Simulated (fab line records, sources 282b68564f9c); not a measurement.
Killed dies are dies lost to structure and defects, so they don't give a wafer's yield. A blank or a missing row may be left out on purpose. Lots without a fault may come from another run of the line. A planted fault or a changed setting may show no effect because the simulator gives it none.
A struck lot beside a sound one | flow rit_cmos | 15 steps out of a route of 202
Sound: wafers L792.1, L792.2, L792.6. Struck: wafers L784.2, L784.4, L784.5. The cause comes at the end.
At each step with rows: each side's tool, then ch and its chambers, then its first start. Under that, the readings that differ: sound wafers | struck wafers | difference of the means | sigmas: that difference in standard deviations of wafers without a fault.
alike: readings whose means differ by less than 2 such deviations, and words and numbers that are the same on both sides. not compared: withheld readings, readings that some wafer has no value for, bounds like >300 that may hide the same value, and numbers for which the record gives no deviation and whose values overlap.
The two part at a step that has a row with sigmas, a row that says differs or no value, or rows on one side only. Numbers that don't overlap but have no deviation are shown without sigmas and don't part them. A reading that every wafer of one side lacks parts them only if that side has two wafers or more.

RIT_NLDD_OVL_MEAS_06:
  sound on overlay-02, day 5 14:37; struck on overlay-02, day 3 19:01
  alike: NLDD_OVL
then, 2 steps without rows for these wafers: RIT_NLDD_HARDBAKE_07 (time 60 s); RIT_NLDD_IMPLANT_08.
RIT_NLDD_STRIP_09: strips in O2, time 180 s.
  sound on plasma_asher-01 ch 0,1, day 5 14:57; struck on plasma_asher-01 ch 0,1, day 3 19:20
  alike: drypump_motor_current_A
  not compared: rf_hours_counter_h
RIT_NLDD_TW_MEAS_10:
  sound on film_metro-03, day 5 15:07; struck on film_metro-04, day 3 19:32
  alike: NLDD_TW
then, 6 steps without rows for these wafers: RIT_PLDD_HMDS_00 (prime time 60 s); RIT_PLDD_COAT_01 (resist thk 1000 nm); RIT_PLDD_SOFTBAKE_02 (time 60 s); RIT_PLDD_EXPOSE_03 (exposes mask M8, target cd 40900 nm); RIT_PLDD_PEB_04; RIT_PLDD_DEVELOP_05 (develop time 50 s).
RIT_PLDD_OVL_MEAS_06:
  sound on overlay-01, day 5 16:10; struck on overlay-01, day 3 20:34
  alike: PLDD_OVL
RIT_PLDD_HARDBAKE_07: time 60 s.
  sound on litho_track-02 ch 0, day 5 16:11; struck on litho_track-04 ch 0, day 3 20:37
  reading                  | sound                | struck               | difference | sigmas
  heater_power_total_W (W) | 62.58 62.49 62.51    | 60.47 60.53 60.42    | -2.05      | -47
  plate_temp_C (C)         | 140.03 140.03 139.91 | 136.53 136.38 136.32 | -3.58      | -28
  alike: chill_plate_temp_C
  not compared: model.NOVOLAK_of_PLDD_COAT_01.thk_nm
then, 1 step without rows for these wafers: RIT_PLDD_IMPLANT_08.
RIT_M1_PROBE_99:
  sound on prober-02, day 6 06:03; struck on prober-02, day 4 11:29
  alike: killed_at_contacts, killed_at_front_end, killed_dies, killed_open, killed_short

WHERE THEY PART
Only at RIT_PLDD_HARDBAKE_07, within this record. Later steps at which nothing parts them and some readings are alike: RIT_M1_PROBE_99.

WHY: what the simulator had put in
Process parameter drift: litho_track-04, from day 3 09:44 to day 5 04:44, at RIT_PLDD_HARDBAKE_07. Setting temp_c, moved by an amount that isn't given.
